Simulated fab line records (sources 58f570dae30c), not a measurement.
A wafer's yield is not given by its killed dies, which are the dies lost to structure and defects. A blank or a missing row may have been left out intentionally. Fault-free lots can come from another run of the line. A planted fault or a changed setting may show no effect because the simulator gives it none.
The tool behind it: which one? + flow berkeley cmos170 + Sampling: 15 lots, 45 wafers, 2 of 331 route steps

== WHAT THE GAUGES READ, wafer by wafer ==
UCB170_FIELD_THK_MEAS_90.
| lot  | measured     | on            | FIELD_OXIDE_LEFT_1_THK (nm) |
|------|--------------|---------------|-----------------------------|
| L652 | day 5 14:41  | film metro-04 | 444 441 438                 |
| L654 | day 5 21:06  | film metro-03 | 456 461 468                 |
| L655 | day 6 02:33  | film metro-01 | 449 443 440                 |
| L657 | day 6 15:21  | film metro-01 | 453 444 454                 |
| L656 | day 6 15:22  | film metro-03 | 441 434 449                 |
| L660 | day 7 02:50  | film metro-01 | 431 437 434                 |
| L662 | day 7 23:54  | film metro-04 | 431 442 440                 |
| L665 | day 8 06:25  | film metro-01 | 443 446 444                 |
| L666 | day 8 06:26  | film metro-04 | 430 424 434                 |
| L663 | day 8 06:30  | film metro-01 | 434 441 430                 |
| L668 | day 9 02:20  | film metro-03 | 451 438 444                 |
| L669 | day 9 02:20  | film metro-04 | 430 435 431                 |
| L672 | day 10 02:05 | film metro-01 | 464 450 453                 |
| L673 | day 10 08:58 | film metro-03 | 456 448 452                 |
| L674 | day 11 00:50 | film metro-04 | 445 445 449                 |

UCB170_NVT_OVL_MEAS_06.
| lot  | measured     | on         | NVT_OVL (nm) |
|------|--------------|------------|--------------|
| L652 | day 6 11:04  | overlay-02 | -15 -4 -1    |
| L654 | day 6 11:11  | overlay-01 | -3 2 2       |
| L655 | day 6 21:34  | overlay-02 | -3 1 -5      |
| L657 | day 7 11:15  | overlay-01 | -7 4 -6      |
| L656 | day 7 10:59  | overlay-02 | 1 -2 -4      |
| L660 | day 7 22:32  | overlay-02 | 0 1 7        |
| L662 | day 8 18:34  | overlay-02 | 6 4 6        |
| L665 | day 9 05:54  | overlay-02 | 6 5 5        |
| L666 | day 9 05:33  | overlay-01 | -7 1 -2      |
| L663 | day 9 05:11  | overlay-01 | 10 2 4       |
| L668 | day 10 06:43 | overlay-01 | 3 2 2        |
| L669 | day 10 06:26 | overlay-02 | -18 -13 -1   |
| L672 | day 10 19:17 | overlay-01 | 3 -1 -7      |
| L673 | day 11 05:58 | overlay-02 | -1 4 6       |
| L674 | day 11 18:07 | overlay-02 | -7 -5 -10    |

== TOOL THAT RAN EACH LOT (tool first, then ch and the chambers of the sampled wafers, then the start) ==
The record shows no process step preceding these readings.

== WHAT THE TOOLS THEMSELVES READ (means of the sampled wafers that have a number; where no wafer has one, the mark that the record gives instead) ==
The record holds no such reading with a usual standard deviation.

== THE ANSWER, worked out from the rows above alone ==
Rule: usual is defined by the lots themselves. Put in order of their means at a reading, lots are off if they are a third of the lots or fewer, leave a main group of 4 or more, and stand apart from it by a gap of 3 or more times the standard deviation of the main group's means; of several such gaps the widest counts. If all means in a main group match to the digits the tables above print for the reading, that group is not used. A lot without any number at a reading at which 4 lots or more have one is off too. All remaining lots with rows at the step are treated as sound. First the gauges in route order, then the tools' own readings, where a lot's mean is used as printed above. The first step at which some lot is off is used, and at that step the reading that is off furthest; a lot without a number counts as furthest.
None of the lots is off at any reading shown; this tells nothing.

== WHAT THE SIMULATOR HAD INSERTED ==
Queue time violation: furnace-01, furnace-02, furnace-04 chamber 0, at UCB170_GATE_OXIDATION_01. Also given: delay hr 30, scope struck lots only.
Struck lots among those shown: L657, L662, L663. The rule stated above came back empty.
